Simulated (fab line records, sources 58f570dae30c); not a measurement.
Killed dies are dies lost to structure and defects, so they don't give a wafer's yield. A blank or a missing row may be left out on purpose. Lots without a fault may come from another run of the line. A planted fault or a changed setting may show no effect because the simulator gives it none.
Split-lot experiment | flow berkeley_cmos170 | 5 lots, 23 wafers read, on a route of 331 steps

THE SPLIT
At UCB170_ACTIVE_PEB_11, the setting peb_temp_c was moved away from the recipe's 130 C on 10 of the 23 wafers read, by -1.0% to +2.8%. The other wafers ran this setting at the recipe's value.

FROM THE SPLIT TO THE READING: what the file shows between them, 4 steps
- UCB170_ACTIVE_DEVELOP_12: develop time 45 s
- UCB170_ACTIVE_CD_MEAS_13: target cd 1200 nm
- UCB170_ACTIVE_ETCH_15: etches Si3N4 in CH3F/Ar/O2, stops on SiO2, target depth 242 nm, time 151 s
- UCB170_ACTIVE_STRIP_16: strips in O2

THE READING
cd_nm, in nm, at UCB170_ACTIVE_CD_MEAS_90 (target cd 1200 nm). Fault-free wafers of this fab line usually give 1199.1 nm, standard deviation 0.98 nm.

wafer  | tool, chamber at the split | peb_temp_c as run, C | against the recipe | cd_nm, nm | against lot-mates on the recipe
L078.1 | litho_track-01, 0          | 130                  | recipe             | 1189.5    | -
L078.2 | litho_track-01, 0          | 132.8                | +2.2%              | 1181.1    | -9.2
L078.3 | litho_track-01, 0          | 132.8                | +2.2%              | 1180.0    | -10.2
L078.4 | litho_track-01, 0          | 130                  | recipe             | 1191.0    | -
L078.6 | litho_track-01, 0          | 132.8                | +2.2%              | 1172.4    | -17.8
L075.1 | litho_track-03, 0          | 130                  | recipe             | 1205.6    | -
L075.2 | litho_track-03, 0          | 130                  | recipe             | 1198.3    | -
L075.3 | litho_track-03, 0          | 130                  | recipe             | 1199.5    | -
L075.4 | litho_track-03, 0          | 131.5                | +1.2%              | 1190.1    | -11.0
L075.6 | litho_track-03, 0          | 131.5                | +1.2%              | 1196.2    | -4.9
L080.2 | litho_track-04, 0          | 130                  | recipe             | 1207.6    | -
L080.3 | litho_track-04, 0          | 130                  | recipe             | 1200.9    | -
L080.4 | litho_track-04, 0          | 128.7                | -1.0%              | 1216.4    | +13.5
L080.5 | litho_track-04, 0          | 130                  | recipe             | 1200.3    | -
L080.6 | litho_track-04, 0          | 128.7                | -1.0%              | 1209.3    | +6.4
L082.1 | litho_track-03, 0          | 130                  | recipe             | 1189.5    | -
L082.2 | litho_track-03, 0          | 133.6                | +2.8%              | 1168.3    | -25.8
L082.3 | litho_track-03, 0          | 133.6                | +2.8%              | 1169.0    | -25.0
L082.4 | litho_track-03, 0          | 130                  | recipe             | 1198.6    | -
L082.6 | litho_track-03, 0          | 133.6                | +2.8%              | 1176.5    | -17.5
L081.1 | litho_track-01, 0          | 130                  | recipe             | 1199.7    | -
L081.2 | litho_track-01, 0          | 130                  | recipe             | 1199.5    | -
L081.3 | litho_track-01, 0          | 130                  | recipe             | 1198.9    | -

THE FIT
A straight line over all 23 wafers: cd_nm changes by -10 nm for each +1% of peb_temp_c; r = -0.92; the points scatter about the line by 5.3 nm.
The same after taking each lot's own level away (the mean of its wafers on the recipe; 23 wafers): -7.6 nm for each +1%; r = -0.93; scatter 3.8 nm.
On that fit, the largest move of peb_temp_c shifts the reading by 21 nm.
The lots' own levels span 1190.25 to 1202.93 nm, that is 12.9 times the standard deviation above.
So the lot-to-lot level changes the slope: the two fits differ.
Check: with one of the wafers moved furthest among these (+2.8%) left out of the fit, the line predicts -19.3 nm for it against its lot-mates. It came out at -25.8 nm against them.

OTHER SPLITS ON THESE WAFERS
These wafers also went through other splits before the reading. Each is held against what the fit with the lots' levels taken away leaves over:
other split on the same wafers       | wafers away from the commonest value | r with cd_nm (lot level and that fit taken away)
UCB170_PWELL_CVD_05 time_s           | 10                                   | -0.14
UCB170_WELLDRIVE_OXIDATION_01 temp_c | 15                                   | -0.15
UCB170_ACTIVE_EXPOSE_10 dose_mj      | 10                                   | -0.67

THE WHOLE CHAIN: every reading that the file lists as answering this split, in the file's order
step                     | what it does                                                               | reading                                                       | change (the file's fit)              | r (the file's)
UCB170_ACTIVE_CD_MEAS_13 | target cd 1200 nm                                                          | cd_nm                                                         | -7.47 nm for each +1% of the setting | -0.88
UCB170_ACTIVE_ETCH_15    | etches Si3N4 in CH3F/Ar/O2, stops on SiO2, target depth 242 nm, time 151 s | ACTIVE.cd_nm (the simulator's own value, which no gauge read) | -7.38 nm for each +1% of the setting | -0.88
UCB170_ACTIVE_CD_MEAS_90 | target cd 1200 nm                                                          | cd_nm                                                         | -7.44 nm for each +1% of the setting | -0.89

THE FILE'S OWN FIT
cd_nm changes by -7.44 nm for each +1% of peb_temp_c, r = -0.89.
